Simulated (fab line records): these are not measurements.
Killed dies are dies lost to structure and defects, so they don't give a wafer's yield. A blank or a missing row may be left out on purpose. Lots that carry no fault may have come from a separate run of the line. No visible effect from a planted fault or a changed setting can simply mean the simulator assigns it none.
fab line records    flow berkeleyCmos170    part 2 of 2: steps 33 to 41 of 41
record lots=5  wafers=15  lastDay=11
route steps=331 shown CONTACT@217 M1@238 V1@254
lots untouched by any fault: they come from a run of this same line in which no faults occurred
startH: hours from the record's opening day to when the first of the lot's shown wafers began    waitH: hours elapsed since this lot's preceding step    " same as the row above    L1.1+2: a row that stands for several wafers    - either no value or no given start    * or withheld: withheld    < > ~ a bound
route shown NAME@n: a module of which the file shows steps, and the number in the route of the first    usual: the fault-free wafers' mean and standard deviation    same: alike in all rows    chamber/n: place in a boat    sites: each site's reading    _std_site: how widely they spread, as a standard deviation    _edge_site: the outer-site mean with the inner-site mean subtracted    radiusMm: for every site, how far away it sits from the centre of the wafer    mask NAME#n: copy n    behind: the tool/chamber that last shaped the wafer    hold: reason for holding the lot/hours on hold/outcome of the hold    device: which transistor (n, p or np) failed to switch    end of line: tests run on the same wafers once the route is complete    a step with no rows: only its recipe    killed: count of dies lost to structure and defects at first sort (not the wafer's yield)    map: a wafer's dies, marking killed ones x, the rest . and places with no die _
set.NAME: the setting as run; set.NAME@STEP: as run at that earlier step    model.NAME: the simulator's own value behind a step, which no gauge read
lots seen at some steps along the route; tables by step, rows by wafer
services: a tool's chamber out of use, with start hour (startH, from the record's first day; less than 0 if before it), hours out, and reason
## steps
# step UCB170_M1_ETCH_11
# recipe chemistry=N2/H2  targetDepthA=withheld  overetchA=withheld  target=BARC  timeS=withheld  sourceW=500  biasW=100  pressureMtorr=30  n2FlowSccm=100  h2FlowSccm=200
# usual drypumpMotorCurrentA=5.9/0.4  oesProductAu=0.995/0.02  throttleValvePct=13.27/0.099
lot.wafer  tool        chamber  startH  waitH  drypumpMotorCurrentA  oesProductAu  throttleValvePct
L079.4     rieDiel-04  0        185.68  0.0    5.9                   0.994         13.49
L079.5     "           0        "       "      5.9                   1.001         13.49
L079.6     "           3        "       "      5.2                   1.033         13.11
L082.3     rieDiel-02  2        195.63  0.0    6.4                   0.997         13.36
L082.5     "           2        "       "      6.4                   0.980         13.35
L082.6     "           1        "       "      5.6                   1.012         13.29
L085.1     rieDiel-03  0        221.16  0.0    5.6                   0.982         13.29
L085.5     "           0        "       "      5.7                   0.973         13.31
L085.6     "           1        "       "      6.3                   0.969         13.22
L089.1     rieDiel-04  0        222.36  0.0    5.9                   1.004         13.50
L089.3     "           2        "       "      5.5                   0.980         13.19
L089.6     "           2        "       "      5.5                   0.980         13.19
L094.1     rieDiel-02  1        247.54  0.0    5.6                   1.007         13.28
L094.3     "           0        "       "      5.9                   0.993         13.33
L094.6     "           0        "       "      5.9                   0.976         13.31
# step UCB170_M1_METAL_ETCH_12
# recipe chemistry=Cl2/BCl3  target=Al  stopOn=PSG  pressureMtorr=12  targetDepthA=7800  overEtchFrac=0.3  timeS=130  icpW=600  biasW=120  Cl2_flow_sccm=90  bcl3FlowSccm=45
# usual drypumpMotorCurrentA=5.8/0.38  oesProductAu=0.860/0.014  throttleValvePct=24.44/0.28
lot.wafer  tool         chamber  startH  waitH  drypumpMotorCurrentA  oesProductAu  rfHoursCounterH  throttleValvePct
L079.4     rieMetal-04  0        185.77  -      6.4                   0.818         -                23.89
L079.5     "            0        "       "      6.3                   0.827         -                23.88
L079.6     "            1        "       "      5.5                   0.850         -                24.82
L082.3     rieMetal-04  1        195.72  -      5.5                   0.886         -                24.83
L082.5     "            0        "       "      6.3                   0.833         -                23.88
L082.6     "            1        "       "      5.5                   0.869         -                24.83
L085.1     rieMetal-03  0        221.20  -      5.7                   0.868         8.3              24.57
L085.5     "            0        "       "      5.7                   0.865         -                24.56
L085.6     "            1        "       "      5.4                   0.856         -                24.51
L089.1     rieMetal-03  0        222.40  -      5.7                   0.858         8.4              24.56
L089.3     "            0        "       "      5.7                   0.868         -                24.57
L089.6     "            1        "       "      5.4                   0.847         -                24.50
L094.1     rieMetal-04  1        247.59  -      5.5                   0.873         11.6             24.80
L094.3     "            0        "       "      6.4                   0.856         -                23.91
L094.6     "            1        "       "      5.5                   0.868         -                24.82
# step UCB170_M1_STRIP_13
# recipe chemistry=O2  powerW=400  pressureMtorr=3500  platenTempC=withheld  o2FlowSccm=400  overashFraction=0.5
# usual drypumpMotorCurrentA=5.9/0.31  oesProductAu=0.720/0.005
lot.wafer  tool            chamber  startH  waitH  drypumpMotorCurrentA  oesProductAu  rfHoursCounterH
L079.4     plasmaAsher-02  0        185.89  0.1    5.5                   0.723         -
L079.5     "               1        "       "      6.2                   0.722         -
L079.6     "               0        "       "      5.5                   0.712         -
L082.3     plasmaAsher-03  1        195.84  0.1    6.3                   0.721         -
L082.5     "               1        "       "      6.3                   0.722         -
L082.6     "               0        "       "      6.1                   0.718         -
L085.1     plasmaAsher-01  0        221.33  0.1    6.0                   0.719         51
L085.5     "               0        "       "      6.0                   0.728         -
L085.6     "               1        "       "      5.5                   0.715         -
L089.1     plasmaAsher-02  0        222.53  0.1    5.5                   0.721         42
L089.3     "               0        "       "      5.5                   0.725         -
L089.6     "               0        "       "      5.5                   0.721         -
L094.1     plasmaAsher-02  1        247.72  0.1    6.2                   0.718         45
L094.3     "               1        "       "      6.2                   0.718         -
L094.6     "               1        "       "      6.2                   0.717         -
# step UCB170_M1_CD_MEAS_90
# recipe targetCdNm=700
# usual cdNm=698.9/2.9
lot.wafer  tool      chamber  startH  waitH  cdNm
L079.4     cdSem-01  -        186.02  0.1    693.6
L079.5     "         -        "       "      696.5
L079.6     "         -        "       "      695.2
L082.3     cdSem-02  -        195.94  0.1    698.1
L082.5     "         -        "       "      698.5
L082.6     "         -        "       "      697.9
L085.1     cdSem-02  -        221.43  0.1    697.1
L085.5     "         -        "       "      697.3
L085.6     "         -        "       "      699.6
L089.1     cdSem-01  -        222.63  0.1    698.7
L089.3     "         -        "       "      698.6
L089.6     "         -        "       "      698.9
L094.1     cdSem-01  -        247.82  0.1    701.3
L094.3     "         -        "       "      702.7
L094.6     "         -        "       "      699.9
# step UCB170_M1_ANNEAL_14
# recipe tempC=400  timeS=1200  ambient=formingGas
# usual spikeTcCentreC=402.5/0.99  tubeCenterTempC=400/0.038  tube_center_temp_C_max=400.99/0.14
lot.wafer  tool  chamber  startH  waitH  spikeTcCentreC  tubeCenterTempC  tube_center_temp_C_max
L079.4     -     -        189.32  3.3    402.2           400              400.88
L079.5     "     -        "       "      403.2           400.05           400.85
L079.6     "     -        "       "      402.5           400.05           400.90
L082.3     -     -        198.71  2.7    401.9           399.98           401.14
L082.5     "     -        "       "      404.5           400              400.93
L082.6     "     -        "       "      403.6           400              400.90
L085.1     -     -        223.08  1.6    403.3           399.95           400.98
L085.5     "     -        "       "      402.5           399.95           400.87
L085.6     "     -        "       "      403.1           400.05           400.90
L089.1     -     -        223.08  0.4    402.8           400.03           401.01
L089.3     "     -        "       "      404.1           400.07           401.07
L089.6     "     -        "       "      401.8           400.07           401.20
L094.1     -     -        250.74  2.9    402.6           400.02           400.77
L094.3     "     -        "       "      402.6           399.98           400.79
L094.6     "     -        "       "      403.0           400.01           400.92
# step UCB170_V1_CVD_00
# recipe material=SiO2  targetThkNm=2000  tempC=390  precursor=TEOS/O2  timeS=250  rfW=550  pressureMtorr=9000
# usual heaterPowerW=262/65
lot.wafer  tool      chamber  startH  waitH  heaterPowerW
L079.4     pecvd-03  2        190.73  0.1    220
L079.5     "         0        "       "      314
L079.6     "         1        "       "      317
L082.3     pecvd-04  2        200.04  0.0    311
L082.5     "         2        "       "      215
L082.6     "         1        "       "      257
L085.1     pecvd-02  1        224.57  0.2    214
L085.5     "         0        "       "      301
L085.6     "         2        "       "      186
L089.1     pecvd-02  2        224.72  0.3    193
L089.3     "         0        "       "      221
L089.6     "         0        "       "      292
L094.1     pecvd-04  1        252.07  0.0    296
L094.3     "         2        "       "      274
L094.6     "         0        "       "      170
# step UCB170_V1_THK_MEAS_01
# recipe reads=SiO2_of_V1_CVD_00
# usual V1_TEOS_THK=1999/27
lot.wafer  tool          chamber  startH  waitH  V1_TEOS_THK[nm]
L079.4     filmMetro-03  -        190.84  0.0    2004
L079.5     "             -        "       "      2022
L079.6     "             -        "       "      2007
L082.3     filmMetro-04  -        200.22  0.1    1972
L082.5     "             -        "       "      1996
L082.6     "             -        "       "      1985
L085.1     filmMetro-01  -        224.74  0.1    1990
L085.5     "             -        "       "      1999
L085.6     "             -        "       "      2004
L089.1     filmMetro-03  -        224.88  0.1    1979
L089.3     "             -        "       "      1969
L089.6     "             -        "       "      2009
L094.1     filmMetro-04  -        252.23  0.1    2003
L094.3     "             -        "       "      2000
L094.6     "             -        "       "      2027
# step UCB170_V1_CMP_02
# recipe material=SiO2  downForcePsi=6  platenRpm=60  padVelocityMS=0.75398
# usual motorCurrentA=15.9/1.1
lot.wafer  tool    chamber  startH  waitH  motorCurrentA
L079.4     cmp-01  1        190.87  0.0    15.3
L079.6     "       1        "       "      15.6
L079.5     "       2        "       "      14.0
L082.3     cmp-01  0        200.31  0.1    15.6
L082.5     "       3        "       "      14.7
L082.6     "       0        "       "      16.7
L085.1     cmp-01  2        225.03  0.3    14.2
L085.5     "       1        "       "      15.1
L085.6     "       2        "       "      14.3
L089.3     cmp-01  3        225.63  0.7    15.9
L089.1     "       1        "       "      14.3
L089.6     "       3        "       "      15.2
L094.1     cmp-02  3        252.34  0.1    16.7
L094.3     "       0        "       "      16.0
L094.6     "       3        "       "      17.2
# step UCB170_V1_BOW_MEAS_03
# recipe mode=bow
# usual V1_BOW=18/6.9
lot.wafer  tool          chamber  startH  waitH  V1_BOW[um]
L079.4     filmMetro-04  -        191.23  0.3    20
L079.5     "             -        "       "      23
L079.6     "             -        "       "      24
L082.3     filmMetro-01  -        200.60  0.2    8
L082.5     "             -        "       "      17
L082.6     "             -        "       "      20
L085.1     filmMetro-04  -        225.28  0.2    11
L085.5     "             -        "       "      11
L085.6     "             -        "       "      11
L089.1     filmMetro-03  -        225.88  0.1    24
L089.3     "             -        "       "      33
L089.6     "             -        "       "      19
L094.1     filmMetro-03  -        252.59  0.2    12
L094.3     "             -        "       "      9
L094.6     "             -        "       "      21
## services
tool            chamber  startH  hours  kind
furnace-04      -        152.56  5.1    pm
rieDiel-04      -        152.62  2.6    repair
krfScanner-01   -        154.29  4.4    pm
cmp-01          -        157.24  3.2    repair
lpcvd-02        -        159.42  2.8    pm
rieDiel-04      0        167.53  2.1    repair
krfScanner-02   -        176.66  1.3    pm
krfScanner-01   -        184.15  1.0    pm
rieDiel-02      0        189.40  20.2   repair
rieDiel-02      -        205.33  0.2    repair
furnace-04      -        206.97  3.4    pm
pecvd-02        -        208.28  2.4    repair
krfScanner-02   -        209.86  0.8    pm
rieDiel-02      3        212.51  3.2    repair
rieMetal-03     -        216.45  2.8    pm
plasmaAsher-03  -        219.57  4.3    repair
furnace-01      -        222.04  3.2    pm
cmp-01          -        226.74  6.1    repair
furnace-01      -        226.75  1.1    repair
lpcvd-02        -        230.52  2.9    repair
rieDiel-01      2        231.50  6.3    repair
krfScanner-01   -        243.26  0.8    pm
plasmaAsher-04  -        247.33  1.2    repair
krfScanner-02   -        252.16  0.5    repair
